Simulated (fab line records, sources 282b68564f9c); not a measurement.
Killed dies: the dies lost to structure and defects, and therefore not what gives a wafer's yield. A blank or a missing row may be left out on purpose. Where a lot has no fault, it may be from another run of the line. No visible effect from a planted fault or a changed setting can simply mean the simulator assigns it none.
fab line records | flow rit-cmos
[record] lots = 5 wafers = 23
route steps=202 shown GATE@91 REOX@101 NLDD@111 PLDD@122 SPACER@125 PSD@143 CONTACT@173
start-h: the number of hours between the record's first day and the start of the first shown wafer of the lot | wait-h: time in hours since the lot's previous step | " repeats the value in the row above | L1.1+2: a row that stands for several wafers | - no value, or no start given | * or withheld: withheld | < > ~ a bound
route shown NAME@n: a module of which the file shows steps, and the number in the route of the first | usual: mean/standard deviation of fault-free wafers | same: alike in all rows | chamber/n: place in a boat | sites: per-site readings | _std_site: their standard deviation | _edge_site: mean of outer sites minus mean of inner sites | radius-mm: for every site, how far away it sits from the centre of the wafer | mask NAME#n: copy n | behind: the most recent tool/chamber to have shaped the wafer | hold: what put the lot on hold/how long, in hours/how the hold closed | device: the n, p or np transistor that did not switch | end of line: the tests these same wafers got at the end of their route | where a step has no rows: the recipe by itself | killed: dies lost to structure and defects at the first sort, not the wafer's yield | map: a wafer's dies, x killed, . not, _ none there
set.NAME: setting as actually run; set.NAME@STEP: the setting as run at that earlier step | model.NAME: the simulator's own value behind a step, which no gauge read
lots run with intentionally changed settings; tables by step, rows by wafer
[[steps]]
[step RIT_GATE_DEVELOP_15]
[recipe] resist = NOVOLAK develop-time-s = 50 dev-temp-c = 23
// columns lot.wafer tool chamber start-h wait-h set.develop-time-s
L074.1+2 litho-track-01 0 - - 50
L074.4+5+6 " 0 " " 47.76
L077.1+2+5 litho-track-04 0 - - 55.57
L077.3+4 " 0 " " 50
L081.1+3+4 litho-track-02 0 - - 50
L081.5+6 " 0 " " 44.53
L082.2+3+4+5+6 litho-track-04 0 - - 50
L085.3+4+5 litho-track-04 0 - - 50
[step RIT_GATE_HARDBAKE_18]
[recipe] resist = NOVOLAK temp-c = 140 time-s = 60
[step RIT_GATE_ETCH_19]
[recipe] chemistry = SF6/CHF3/O2 time-s = 165 SF6_flow_sccm = 30 CHF3_flow_sccm = 30 O2_flow_sccm = 5 target = poly-Si pressure-mtorr = 40 rf-w = 160 target-depth-a = 3125 over-etch-frac = 0.25 stop-on = SiO2
// columns lot.wafer tool chamber start-h wait-h set.dose-mj@GATE_EXPOSE_13 set.develop-time-s@GATE_DEVELOP_15 model.GATE.cd-nm
L074.1 rie-si-01 0 41.23 0.1 380 50 150.9
L074.2 " 2 " " 380 50 152.8
L074.4 " 1 " " 380 47.76 158.7
L074.5 " 1 " " 380 47.76 159.5
L074.6 " 2 " " 380 47.76 159.9
L077.1+2 rie-si-02 2,3 51.74 0.1 392.5 55.57 -
L077.3 " 1 " " 380 50 150.8
L077.4 " 3 " " 392.5 50 136.2
L077.5 " 2 " " 380 55.57 132.8
L081.1 rie-si-02 3 72.58 0.1 380 50 153.6
L081.3 " 2 " " 355.6 50 185.8
L081.4 " 3 " " 355.6 50 186.5
L081.5 " 1 " " 380 44.53 -
L081.6 " 2 " " 355.6 44.53 207.7
L082.2 rie-si-01 2 76.63 0.1 380 50 151.6
L082.3 " 3 " " 388.5 50 137.3
L082.4 " 1 " " 388.5 50 139.2
L082.5 " 0 " " 380 50 151.2
L082.6 " 1 " " 388.5 50 138.1
L085.3 rie-si-02 2 95.57 0.1 380 50 149.8
L085.4 " 1 " " 380 50 150.1
L085.5 " 0 " " 380 50 150
[step RIT_REOX_OXIDATION_03]
[recipe] temp-c = 900 ambient = O2 target-thk-a = 252 ox-time-s = 5580
// columns lot.wafer tool chamber start-h wait-h set.temp-c model.SiO2_of_REOX_OXIDATION_03.thk-nm
L074.1 - - - 0.6 900 25.85
L074.2 " - " " 900 26.05
L074.4 " - " " 900 25.68
L074.5 " - " " 900 25.82
L074.6 " - " " 900 25.52
L077.1 - - - 0.8 884.9 22.2
L077.2 " - " " 884.9 22.09
L077.3 " - " " 884.9 21.81
L077.4 " - " " 884.9 22.1
L077.5 " - " " 884.9 21.79
L081.1 - - - 0.3 900 25.74
L081.3 " - " " 900 25.99
L081.4 " - " " 900 25.97
L081.5 " - " " 900 25.9
L081.6 " - " " 900 25.7
L082.2 - - - 0.0 900 25.32
L082.3 " - " " 900 25.29
L082.4 " - " " 900 25.28
L082.5 " - " " 900 24.82
L082.6 " - " " 900 25.13
L085.3 furnace-01 0 97.05 0.7 900 24.3
L085.4 " 0 " " 900 25.21
L085.5 " 0 " " 900 25.31
[step RIT_REOX_THK_MEAS_04]
[recipe] reads = SiO2_of_REOX_OXIDATION_03
[usual] REOX_OXIDE_THK = 25.3/0.46
// columns lot.wafer tool chamber start-h wait-h set.temp-c@REOX_OXIDATION_03 REOX_OXIDE_THK[nm]
L074.1 film-metro-03 - - - 900 25.8
L074.2 " - " " 900 26.0
L074.4 " - " " 900 25.7
L074.5 " - " " 900 25.9
L074.6 " - " " 900 25.6
L077.1 film-metro-01 - - - 884.9 22.2
L077.2 " - " " 884.9 22.1
L077.3 " - " " 884.9 21.8
L077.4 " - " " 884.9 22.1
L077.5 " - " " 884.9 21.8
L081.1 film-metro-04 - - - 900 25.7
L081.3 " - " " 900 26.0
L081.4 " - " " 900 25.9
L081.5 " - " " 900 25.9
L081.6 " - " " 900 25.7
L082.2 film-metro-03 - - - 900 25.4
L082.3 " - " " 900 25.3
L082.4 " - " " 900 25.2
L082.5 " - " " 900 24.8
L082.6 " - " " 900 25.1
L085.3 film-metro-04 - 99.62 0.0 900 24.3
L085.4 " - " " 900 25.2
L085.5 " - " " 900 25.3
[step RIT_NLDD_IMPLANT_08]
[recipe] species = P energy-kev = 20 dose-cm2 = 5e+14 tilt-deg = 7
// columns lot.wafer tool chamber start-h wait-h set.energy-kev model.implant.drp-nm
L074.1+2+4 implanter-01 0 46.52 0.1 20 12.97
L074.5+6 " 0 " " 20.91 13.32
L077.1+5 implanter-02 0 57.17 0.1 20.86 13.3
L077.2+3+4 " 0 " " 20 12.97
L081.1+3+6 implanter-01 0 77.28 0.1 20.47 13.15
L081.4+5 " 0 " " 20 12.97
L082.2+4 implanter-04 0 81.20 0.1 20 12.97
L082.3+5+6 " 0 " " 19.59 12.81
L085.3+4+5 implanter-04 0 100.87 0.1 20 12.97
[step RIT_PLDD_IMPLANT_08]
[recipe] species = BF2 energy-kev = 20 dose-cm2 = 9e+14 tilt-deg = 7
// columns lot.wafer tool chamber start-h wait-h set.tilt-deg
L074.1+4+5 implanter-01 0 48.07 0.1 7.319
L074.2+6 " 0 " " 7
L077.1+3+5 implanter-02 0 58.83 0.1 7
L077.2+4 " 0 " " 7.407
L081.1+3 implanter-01 0 78.70 0.1 7
L081.4+5+6 " 0 " " 6.133
L082.2+3+6 implanter-01 0 82.62 0.1 6.564
L082.4+5 " 0 " " 7
L085.3+4+5 implanter-01 0 102.53 0.1 7
[step RIT_PLDD_STRIP_09]
[recipe] chemistry = O2 time-s = 180 resist = NOVOLAK platen-temp-c = withheld power-w = 500 pressure-mtorr = 4000 o2-flow-sccm = 4149
[step RIT_SPACER_CLEAN_00]
[recipe] chemistry = SC1 mix = 3:3:50 time-s = 600 temp-c = 75
// columns lot.wafer tool chamber start-h wait-h set.temp-c@REOX_OXIDATION_03 model.SiO2_of_REOX_OXIDATION_03.thk-nm
L074.1 wet-bench-03 0 48.45 0.1 900 23.87
L074.2 " 0 " " 900 24.06
L074.4 " 0 " " 900 23.72
L074.5 " 0 " " 900 23.84
L074.6 " 0 " " 900 23.57
L077.1 wet-bench-02 0 59.21 0.1 884.9 20.49
L077.2 " 0 " " 884.9 20.38
L077.3 " 0 " " 884.9 20.12
L077.4 " 0 " " 884.9 20.4
L077.5 " 0 " " 884.9 20.11
L081.1 wet-bench-02 2 79.09 0.1 900 23.73
L081.3 " 2 " " 900 23.96
L081.4 " 2 " " 900 23.94
L081.5 " 2 " " 900 23.87
L081.6 " 2 " " 900 23.68
L082.2 wet-bench-02 0 82.98 0.0 900 23.35
L082.3 " 0 " " 900 23.32
L082.4 " 0 " " 900 23.31
L082.5 " 0 " " 900 22.89
L082.6 " 0 " " 900 23.16
L085.3 wet-bench-01 1 102.87 0.0 900 22.43
L085.4 " 1 " " 900 23.28
L085.5 " 1 " " 900 23.36
[step RIT_PSD_COAT_01]
[recipe] resist = NOVOLAK spin-rpm = 3250 resist-thk-nm = 1000
// columns lot.wafer tool chamber start-h wait-h set.resist-thk-nm model.NOVOLAK_of_PSD_COAT_01.thk-nm
L074.1 litho-track-02 0 52.51 0.1 1000 1006
L074.2+4+5 " 0 " " 1000 1004
L074.6 " 0 " " 1000 1002
L077.1 litho-track-04 0 64.71 0.1 940.5 938.3
L077.2 " 0 " " 1000 997.4
L077.3 " 0 " " 1000 999.9
L077.4 " 0 " " 940.5 939.4
L077.5 " 0 " " 940.5 938.4
L081.1 litho-track-04 0 83.51 0.1 1000 1003
L081.3 " 0 " " 1000 1005
L081.4+5+6 " 0 " " 1000 1004
L082.2 litho-track-02 0 87.30 0.1 975.5 973.4
L082.3 " 0 " " 975.5 974.6
L082.4 " 0 " " 1000 996.8
L082.5 " 0 " " 975.5 972.9
L082.6 " 0 " " 1000 998.5
L085.3 litho-track-02 0 107.10 0.1 1000 1002
L085.4 " 0 " " 1000 1001
L085.5 " 0 " " 1000 999.5
[step RIT_PSD_SOFTBAKE_02]
[recipe] resist = NOVOLAK temp-c = 90 time-s = 60
[step RIT_PSD_EXPOSE_03]
[recipe] mask-id = M10 na = 0.57 target-cd-nm = 40900 dose-mj = 250
[step RIT_PSD_DEVELOP_05]
[recipe] resist = NOVOLAK develop-time-s = 50 dev-temp-c = 23
[step RIT_PSD_HARDBAKE_07]
[recipe] resist = NOVOLAK temp-c = 140 time-s = 60
// columns lot.wafer tool chamber start-h wait-h set.resist-thk-nm@PSD_COAT_01 model.NOVOLAK_of_PSD_COAT_01.thk-nm
L074.1 litho-track-04 0 53.25 0.0 1000 889.4
L074.2 " 0 " " 1000 887.4
L074.4 " 0 " " 1000 887.7
L074.5 " 0 " " 1000 887.2
L074.6 " 0 " " 1000 885.9
L077.1 litho-track-04 0 65.86 0.2 940.5 829.8
L077.2 " 0 " " 1000 881.4
L077.3 " 0 " " 1000 883.7
L077.4 " 0 " " 940.5 830.8
L077.5 " 0 " " 940.5 829.9
L081.1 litho-track-02 0 84.25 0.0 1000 886.6
L081.3 " 0 " " 1000 888.1
L081.4 " 0 " " 1000 887
L081.5+6 " 0 " " 1000 887.1
L082.2 litho-track-01 0 88.03 0.0 975.5 860.4
L082.3 " 0 " " 975.5 861.5
L082.4 " 0 " " 1000 880.9
L082.5 " 0 " " 975.5 860.1
L082.6 " 0 " " 1000 882.4
L085.3 litho-track-04 0 107.99 0.1 1000 885.1
L085.4 " 0 " " 1000 884.6
L085.5 " 0 " " 1000 883.4
[step RIT_CONTACT_EXPOSE_05]
[recipe] mask-id = M11 na = 0.6 source-shape = conventional sigma-outer = 0.5 target-cd-nm = 1000 dose-mj = 250
// columns lot.wafer tool chamber start-h wait-h mask set.dose-mj
L074.1+2+5 iline-stepper-01 0 55.77 0.1 M11#0 250
L074.4+6 " 0 " " M11#0 239.9
L077.1+2+3+4+5 iline-stepper-01 0 68.54 0.3 M11#0 250
L081.1+4+5 iline-stepper-01 0 86.85 0.1 M11#0 250
L081.3+6 " 0 " " M11#0 266
L082.2+5+6 iline-stepper-02 0 90.67 0.2 M11#0 242.9
L082.3+4 " 0 " " M11#0 250
L085.3+4+5 iline-stepper-02 0 110.82 0.2 M11#0 250
[step RIT_CONTACT_PEB_06]
[recipe] resist = NOVOLAK temp-c = withheld time-s = withheld
[step RIT_CONTACT_DEVELOP_07]
[recipe] resist = NOVOLAK develop-time-s = 120 dev-temp-c = 23
[step RIT_CONTACT_CD_MEAS_08]
[recipe] target-cd-nm = 1000
[usual] cd-nm = 999.1/2.7
// columns lot.wafer tool chamber start-h wait-h set.dose-mj@CONTACT_EXPOSE_05 cd-nm
L074.1 cd-sem-01 - 56.32 - 250 1003.1
L074.2 " - " " 250 1001.4
L074.4 " - " " 239.9 989.6
L074.5 " - " " 250 1003.7
L074.6 " - " " 239.9 989.7
L077.1 cd-sem-02 - 69.17 - 250 1000.0
L077.2 " - " " 250 1000.2
L077.3 " - " " 250 998.4
L077.4 " - " " 250 999.1
L077.5 " - " " 250 999.8
L081.1 cd-sem-02 - 87.37 - 250 1000.7
L081.3 " - " " 266 1017.9
L081.4 " - " " 250 999.5
L081.5 " - " " 250 999.0
L081.6 " - " " 266 1017.9
L082.2 cd-sem-01 - 91.19 - 242.9 989.7
L082.3 " - " " 250 1000.8
L082.4 " - " " 250 998.3
L082.5 " - " " 242.9 988.9
L082.6 " - " " 242.9 991.3
L085.3 cd-sem-02 - 111.34 - 250 998.0
L085.4 " - " " 250 999.5
L085.5 " - " " 250 997.9
[step RIT_CONTACT_ETCH_11]
[recipe] target-depth-a = 4800 over-etch-frac = 0.2 stop-on = TiSi2 chemistry = CHF3/CF4/Ar target = SiO2 CHF3_flow_sccm = 50 cf4-flow-sccm = 10 Ar_flow_sccm = 100 O2_flow_sccm = 5 pressure-mtorr = 100 rf-w = 200 time-s = 320
// columns lot.wafer tool chamber start-h wait-h set.rf-w set.dose-mj@CONTACT_EXPOSE_05 model.CONTACT.cd-nm
L074.1 rie-diel-03 3 56.62 0.1 220.6 250 1004
L074.2 " 0 " " 200 250 1001
L074.4 " 2 " " 200 239.9 989.9
L074.5 " 2 " " 200 250 1004
L074.6 " 1 " " 220.6 239.9 990.2
L077.1 rie-diel-01 2 69.57 0.1 207.5 250 1000
L077.2 " 1 " " 200 250 1000
L077.3 " 0 " " 207.5 250 998.4
L077.4 " 3 " " 207.5 250 999
L077.5 " 2 " " 200 250 999.8
L081.1 rie-diel-04 0 87.67 0.1 200 250 1001
L081.3+6 " 2,0 " " 200 266 1019
L081.4 " 3 " " 200 250 999.9
L081.5 " 3 " " 200 250 999.5
L082.2 rie-diel-03 0 91.53 0.1 200 242.9 989.6
L082.3 " 2 " " 200 250 1001
L082.4 " 0 " " 208.6 250 998.3
L082.5 " 2 " " 208.6 242.9 989.2
L082.6 " 1 " " 208.6 242.9 992
L085.3 rie-diel-04 1 111.60 0.1 200 250 998.3
L085.4 " 0 " " 200 250 999.6
L085.5 " 0 " " 200 250 998.1
[step RIT_CONTACT_STRIP_12]
[recipe] chemistry = O2 time-s = 180 resist = NOVOLAK platen-temp-c = withheld power-w = 500 pressure-mtorr = 4000 o2-flow-sccm = 4000
[step RIT_CONTACT_CD_MEAS_90]
[recipe] target-cd-nm = 1000
[usual] cd-nm = 999.2/2.7
// columns lot.wafer tool chamber start-h wait-h set.dose-mj@CONTACT_EXPOSE_05 cd-nm
L074.1 cd-sem-02 - 56.99 0.1 250 1004.2
L074.2 " - " " 250 1000.6
L074.4 " - " " 239.9 989.9
L074.5 " - " " 250 1004.2
L074.6 " - " " 239.9 990.0
L077.1 cd-sem-02 - 69.94 0.1 250 1000.7
L077.2 " - " " 250 1000.3
L077.3 " - " " 250 998.4
L077.4 " - " " 250 998.9
L077.5 " - " " 250 999.5
L081.1 cd-sem-02 - 88.04 0.1 250 1001.0
L081.3 " - " " 266 1018.6
L081.4 " - " " 250 999.9
L081.5 " - " " 250 999.2
L081.6 " - " " 266 1018.3
L082.2 cd-sem-01 - 91.91 0.1 242.9 989.7
L082.3 " - " " 250 1000.6
L082.4 " - " " 250 998.3
L082.5 " - " " 242.9 989.1
L082.6 " - " " 242.9 992.0
L085.3 cd-sem-02 - 112.01 0.1 250 998.4
L085.4 " - " " 250 999.6
L085.5 " - " " 250 998.1
[[key]]
[split] step = RIT_GATE_DEVELOP_15 setting = develop-time-s stated = 50 by = wafer
[response] step = RIT_GATE_ETCH_19 reading = model.GATE.cd-nm slope = -1.82 per = 1% together-with = dose-mj@GATE_EXPOSE_13 explained = 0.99
[split] step = RIT_REOX_OXIDATION_03 setting = temp-c stated = 900 by = lot
[response] step = RIT_REOX_OXIDATION_03 reading = model.SiO2_of_REOX_OXIDATION_03.thk-nm change = +2.08 per = 1% r = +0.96
[response] step = RIT_REOX_THK_MEAS_04 reading = REOX_OXIDE_THK change = +2.08 per = 1% r = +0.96
[response] step = RIT_SPACER_CLEAN_00 reading = model.SiO2_of_REOX_OXIDATION_03.thk-nm change = +1.92 per = 1% r = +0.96
[split] step = RIT_NLDD_IMPLANT_08 setting = energy-kev stated = 20 by = wafer
[response] step = RIT_NLDD_IMPLANT_08 reading = model.implant.drp-nm change = +0.0777 per = 1% r = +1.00
[split] step = RIT_PLDD_IMPLANT_08 setting = tilt-deg stated = 7 by = wafer
response none clear
[split] step = RIT_PSD_COAT_01 setting = resist-thk-nm stated = 1000 by = wafer
[response] step = RIT_PSD_COAT_01 reading = model.NOVOLAK_of_PSD_COAT_01.thk-nm change = +10 per = 1% r = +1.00
[response] step = RIT_PSD_HARDBAKE_07 reading = model.NOVOLAK_of_PSD_COAT_01.thk-nm change = +8.77 per = 1% r = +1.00
[split] step = RIT_CONTACT_EXPOSE_05 setting = dose-mj stated = 250 by = wafer
[response] step = RIT_CONTACT_CD_MEAS_08 reading = cd-nm change = +3 per = 1% r = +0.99
[response] step = RIT_CONTACT_ETCH_11 reading = model.CONTACT.cd-nm change = +3.03 per = 1% r = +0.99
[response] step = RIT_CONTACT_CD_MEAS_90 reading = cd-nm change = +3.01 per = 1% r = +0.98
[split] step = RIT_CONTACT_ETCH_11 setting = rf-w stated = 200 by = wafer
response none clear
split outside-this-file step=RIT_GATE_EXPOSE_13 setting=dose-mj
// split outside-this-file: this setting was split too, and the file shows its column; the key of that split is in another file
